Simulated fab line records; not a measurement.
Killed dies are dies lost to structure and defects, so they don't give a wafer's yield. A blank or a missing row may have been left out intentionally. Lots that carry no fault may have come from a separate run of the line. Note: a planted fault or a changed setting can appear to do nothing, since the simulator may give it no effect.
Which tool was responsible? -- flow berkeley cmos170 -- Sampling: 7 lots, 21 wafers, 2 of 331 route steps

## WHAT THE GAUGES SHOWED, per wafer
UCB170_PLDD_TW_MEAS_11.
lot,measured,on,PLDD_TW
L743,day 6 06:41,film metro-03,1014 1005 1012
L748,day 7 18:50,film metro-03,1010 1002 1004
L750,day 7 19:06,film metro-02,1016 1017 1019
L753,day 8 00:56,film metro-03,1010 1008 1009
L754,day 8 11:19,film metro-02,1009 1017 1015
L763,day 10 09:46,film metro-03,1108 1113 1116
L765,day 10 21:41,film metro-04,1021 1018 1019

## TOOL THAT RAN EACH LOT (tool first, then ch and the chambers of the sampled wafers, then the start)
lot,UCB170_PLDD_IMPLANT_09
L743,"implanter-03 ch 0, day 6 06:26"
L748,"implanter-03 ch 0, day 7 18:35"
L750,"implanter-02 ch 0, day 7 18:53"
L753,"implanter-03 ch 0, day 8 00:41"
L754,"implanter-03 ch 0, day 8 11:05"
L763,"implanter-03 ch 0, day 10 09:31"
L765,"implanter-02 ch 0, day 10 21:26"
- UCB170_PLDD_IMPLANT_09

## THE ANSWER, worked out from the rows above alone
Rule: what is usual is taken from the lots themselves. The widest of any qualifying gaps counts: lots, ordered by their means at a reading, are off when they make up no more than a third of the lots, leave a main group of 4 or more, and stand apart from it by 3 or more times the standard deviation of that group's means. If all means in a main group match to the digits the tables above print for the reading, that group is not used. A lot without any number at a reading at which 4 lots or more have one is off too. The other lots that the step has rows for count as sound.
Off: L763, seen at UCB170_PLDD_TW_MEAS_11 (PLDD_TW). Main group: mean 1012, sd 4.8.
A tool fits if, at a process step before that reading, it ran every lot that is off, and no sound lot after the first of them. Gauges at UCB170_PLDD_TW_MEAS_11: tried the same way as those tools. This does not decide it: 2 tools fit, namely implanter-03 at UCB170_PLDD_IMPLANT_09 and film metro-03 at UCB170_PLDD_TW_MEAS_11.

## WHAT THE SIMULATOR HAD INSERTED
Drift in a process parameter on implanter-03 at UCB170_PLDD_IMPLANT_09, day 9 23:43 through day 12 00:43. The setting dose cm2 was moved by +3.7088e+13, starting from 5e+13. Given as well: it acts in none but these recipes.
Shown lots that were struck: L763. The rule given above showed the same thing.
